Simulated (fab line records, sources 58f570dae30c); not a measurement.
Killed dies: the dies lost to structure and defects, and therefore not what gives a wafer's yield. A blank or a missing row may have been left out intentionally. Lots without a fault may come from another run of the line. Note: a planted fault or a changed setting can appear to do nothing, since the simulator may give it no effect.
Split-lot study    flow berkeley_cmos170    23 wafers read across 5 lots, on a route 331 steps long

## ABOUT THE SPLIT
At UCB170_FIELD_OXIDATION_01 (target thk 558.3 nm, ox time 7200 s), the setting ox_time_s was moved away from the recipe's 7200 s on 20 of the 23 wafers read, by -10.6% to +14.4%. This setting was run at the recipe's value on the other wafers.

## FROM THE SPLIT TO THE READING: what the file shows between them, 5 steps
- UCB170_FIELD_THK_MEAS_02
- UCB170_FIELD_ANNEAL_03: time 1200 s
- UCB170_FIELD_WET_ETCH_04: etches SiO2 in dHF, time 60 s
- UCB170_FIELD_WET_ETCH_05: etches Si3N4 in H3PO4, time 12600 s
- UCB170_FIELD_WET_ETCH_06: etches SiO2 in BOE, time 22 s

## THE READING
FIELD_OXIDE_LEFT_1_THK in nanometres, read at UCB170_FIELD_THK_MEAS_90. A value of 435 nm with a standard deviation of 8.4 nm is what fault-free wafers of this fab line usually give.

wafer   tool, chamber at the split  ox_time_s as run, s  against the recipe  FIELD_OXIDE_LEFT_1_THK, nm  against lot-mates on the recipe
L076.1  -, -                        6849                 -4.9%               424                         no lot-mate on the recipe
L076.2  -, -                        6849                 -4.9%               417                         no lot-mate on the recipe
L076.3  -, -                        6849                 -4.9%               419                         no lot-mate on the recipe
L076.5  -, -                        6849                 -4.9%               420                         no lot-mate on the recipe
L076.6  -, -                        6849                 -4.9%               427                         no lot-mate on the recipe
L077.1  -, -                        8234                 +14.4%              492                         no lot-mate on the recipe
L077.2  -, -                        8234                 +14.4%              495                         no lot-mate on the recipe
L077.4  -, -                        8234                 +14.4%              488                         no lot-mate on the recipe
L077.5  -, -                        8234                 +14.4%              500                         no lot-mate on the recipe
L077.6  -, -                        8234                 +14.4%              495                         no lot-mate on the recipe
L078.2  -, -                        7652                 +6.3%               458                         no lot-mate on the recipe
L078.3  -, -                        7652                 +6.3%               471                         no lot-mate on the recipe
L078.4  -, -                        7652                 +6.3%               463                         no lot-mate on the recipe
L078.5  -, -                        7652                 +6.3%               443                         no lot-mate on the recipe
L078.6  -, -                        7652                 +6.3%               462                         no lot-mate on the recipe
L081.2  -, -                        6440                 -10.6%              381                         no lot-mate on the recipe
L081.3  -, -                        6440                 -10.6%              380                         no lot-mate on the recipe
L081.4  -, -                        6440                 -10.6%              380                         no lot-mate on the recipe
L081.5  -, -                        6440                 -10.6%              385                         no lot-mate on the recipe
L081.6  -, -                        6440                 -10.6%              387                         no lot-mate on the recipe
L084.3  furnace-01, 0               7200                 recipe              448                         -
L084.5  furnace-01, 0               7200                 recipe              443                         -
L084.6  furnace-01, 0               7200                 recipe              430                         -

THE FIT
A straight line over all 23 wafers: FIELD_OXIDE_LEFT_1_THK changes by +4.26 nm for each +1% of ox_time_s; r = +0.98; the points scatter about the line by 8.3 nm.
Too few moved wafers with a lot-mate on the recipe to fit a line net of each lot's own level.

## THE WHOLE CHAIN: every reading that the file lists as answering this split, in the file's order
step                       what it does                         reading                                                                             change (the file's fit)               r (the file's)
UCB170_FIELD_OXIDATION_01  target thk 558.3 nm, ox time 7200 s  SiO2_of_FIELD_OXIDATION_01.thk_nm (the simulator's own value, which no gauge read)  +4.26 nm for each +1% of the setting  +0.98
UCB170_FIELD_THK_MEAS_02                                        FIELD_OXIDE_THK                                                                     +4.27 for each +1% of the setting     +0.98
UCB170_FIELD_THK_MEAS_90                                        FIELD_OXIDE_LEFT_1_THK                                                              +4.27 for each +1% of the setting     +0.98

## FILE'S OWN FIT
FIELD_OXIDE_LEFT_1_THK changes by +4.27 nm for each +1% of ox_time_s, r = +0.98.
